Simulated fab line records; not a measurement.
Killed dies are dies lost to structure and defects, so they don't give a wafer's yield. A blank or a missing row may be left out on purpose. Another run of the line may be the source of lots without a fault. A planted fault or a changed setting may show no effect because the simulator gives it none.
What tool caused it? / flow berkeley cmos170 / 42 wafers from 14 lots sampled at 2 of the route's 331 steps

== WHAT EACH GAUGE READ, for each wafer ==
UCB170_GATE_CD_MEAS_12 targets a cd of 350 nm.
lot=L709; measured=day 5 22:16; on=cd sem-01; cd nm (nm)=351.0 349.9 350.9
lot=L708; measured=day 6 03:17; on=cd sem-01; cd nm (nm)=351.9 351.6 350.3
lot=L711; measured=day 6 10:46; on=cd sem-02; cd nm (nm)=349.8 349.7 349.3
lot=L710; measured=day 6 10:50; on=cd sem-01; cd nm (nm)=349.7 350.8 350.2
lot=L716; measured=day 7 05:41; on=cd sem-02; cd nm (nm)=350.3 350.7 351.1
lot=L712; measured=day 7 06:18; on=cd sem-01; cd nm (nm)=349.2 347.9 348.5
lot=L719; measured=day 7 18:45; on=cd sem-02; cd nm (nm)=337.1 336.7 337.6
lot=L720; measured=day 8 01:10; on=cd sem-02; cd nm (nm)=341.1 340.7 341.0
lot=L721; measured=day 8 01:24; on=cd sem-02; cd nm (nm)=351.8 350.4 350.4
lot=L725; measured=day 9 03:50; on=cd sem-01; cd nm (nm)=349.1 349.2 350.7
lot=L726; measured=day 9 04:25; on=cd sem-01; cd nm (nm)=351.5 351.0 350.9
lot=L724; measured=day 9 04:46; on=cd sem-01; cd nm (nm)=351.8 350.1 350.3
lot=L729; measured=day 10 07:43; on=cd sem-01; cd nm (nm)=350.4 349.8 349.8
lot=L730; measured=day 10 07:40; on=cd sem-02; cd nm (nm)=351.6 351.4 351.1

== EACH LOT AND THE TOOL THAT RAN IT (in order: tool; ch and the chambers of the sampled wafers; start) ==
lot=L709; UCB170_GATE_SOFTBAKE_08=litho track-03 ch 0, day 5 20:00
lot=L708; UCB170_GATE_SOFTBAKE_08=litho track-01 ch 0, day 6 01:00
lot=L711; UCB170_GATE_SOFTBAKE_08=litho track-01 ch 0, day 6 10:00
lot=L710; UCB170_GATE_SOFTBAKE_08=litho track-04 ch 0, day 6 10:00
lot=L716; UCB170_GATE_SOFTBAKE_08=litho track-04 ch 0, day 7 04:00
lot=L712; UCB170_GATE_SOFTBAKE_08=litho track-01 ch 0, day 7 05:00
lot=L719; UCB170_GATE_SOFTBAKE_08=litho track-04 ch 0, day 7 18:00
lot=L720; UCB170_GATE_SOFTBAKE_08=litho track-04 ch 0, day 8 00:00
lot=L721; UCB170_GATE_SOFTBAKE_08=litho track-01 ch 0, day 8 00:00
lot=L725; UCB170_GATE_SOFTBAKE_08=litho track-01 ch 0, day 9 02:00
lot=L726; UCB170_GATE_SOFTBAKE_08=litho track-01 ch 0, day 9 03:00
lot=L724; UCB170_GATE_SOFTBAKE_08=litho track-03 ch 0, day 9 03:00
lot=L729; UCB170_GATE_SOFTBAKE_08=litho track-01 ch 0, day 10 06:00
lot=L730; UCB170_GATE_SOFTBAKE_08=litho track-03 ch 0, day 10 06:00
- UCB170_GATE_SOFTBAKE_08: time 60 s.

== WHAT THE TOOLS THEMSELVES READ (means of the sampled wafers that have a number; where no wafer has one, the mark that the record gives instead) ==
UCB170_GATE_SOFTBAKE_08.
lot=L709; tool=litho track-03; heater power total W (W)=56.78; plate temp C (C)=129.88
lot=L708; tool=litho track-01; heater power total W (W)=56.82; plate temp C (C)=130.02
lot=L711; tool=litho track-01; heater power total W (W)=56.82; plate temp C (C)=129.98
lot=L710; tool=litho track-04; heater power total W (W)=56.81; plate temp C (C)=130.13
lot=L716; tool=litho track-04; heater power total W (W)=56.82; plate temp C (C)=129.97
lot=L712; tool=litho track-01; heater power total W (W)=56.79; plate temp C (C)=129.92
lot=L719; tool=litho track-04; heater power total W (W)=58.98; plate temp C (C)=133.82
lot=L720; tool=litho track-04; heater power total W (W)=58.99; plate temp C (C)=133.75
lot=L721; tool=litho track-01; heater power total W (W)=56.80; plate temp C (C)=130.13
lot=L725; tool=litho track-01; heater power total W (W)=56.79; plate temp C (C)=129.82
lot=L726; tool=litho track-01; heater power total W (W)=56.84; plate temp C (C)=130.03
lot=L724; tool=litho track-03; heater power total W (W)=56.82; plate temp C (C)=130.08
lot=L729; tool=litho track-01; heater power total W (W)=56.80; plate temp C (C)=130.04
lot=L730; tool=litho track-03; heater power total W (W)=56.82; plate temp C (C)=130.11

== THE ANSWER, worked out from the rows above alone ==
Rule: usual is defined by the lots themselves. The widest of any qualifying gaps counts: lots, ordered by their means at a reading, are off when they make up no more than a third of the lots, leave a main group of 4 or more, and stand apart from it by 3 or more times the standard deviation of that group's means. A main group whose means are all the same, to the digits that the tables above print for the reading, isn't used. Also off: a lot with no number at a reading for which 4 or more lots have one. The other lots that the step has rows for count as sound. Order of review: gauges by route order, followed by the tools' own readings, for which a lot's mean as printed above is used. At the first step where some lot is off, the reading lying furthest off is the one used; lots without a number count as furthest.
Off: L719, L720, at UCB170_GATE_CD_MEAS_12 (cd nm). Main group: mean 350.4 nm, sd 0.79.
If a tool, at a process step before that reading, ran all the lots that are off and no sound lot after the first of them, it fits. The gauges at UCB170_GATE_CD_MEAS_12 aren't tried: what is off there is off at UCB170_GATE_SOFTBAKE_08 too, on other tools, and a gauge's error can't cause that. One fits: UCB170_GATE_SOFTBAKE_08 on litho track-04. A fault onset in the window from L716 (day 7 04:00, its last sound lot) to L719 (day 7 18:00, its first lot off) fits.
The tool's own readings at UCB170_GATE_SOFTBAKE_08 bear it out: on the lots that are off they differ by more than 5 times the standard deviation of the sound lots' means. heater power total W reads 58.98 W there against 56.81 W on the sound lots; plate temp C reads 133.78 C there against 130.01 C on the sound lots.

== WHAT THE SIMULATOR HAD INSERTED ==
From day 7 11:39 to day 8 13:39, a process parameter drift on litho track-04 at UCB170_GATE_SOFTBAKE_08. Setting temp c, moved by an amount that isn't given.
Struck lots among those shown: L719, L720. This agrees with what the rule above found.
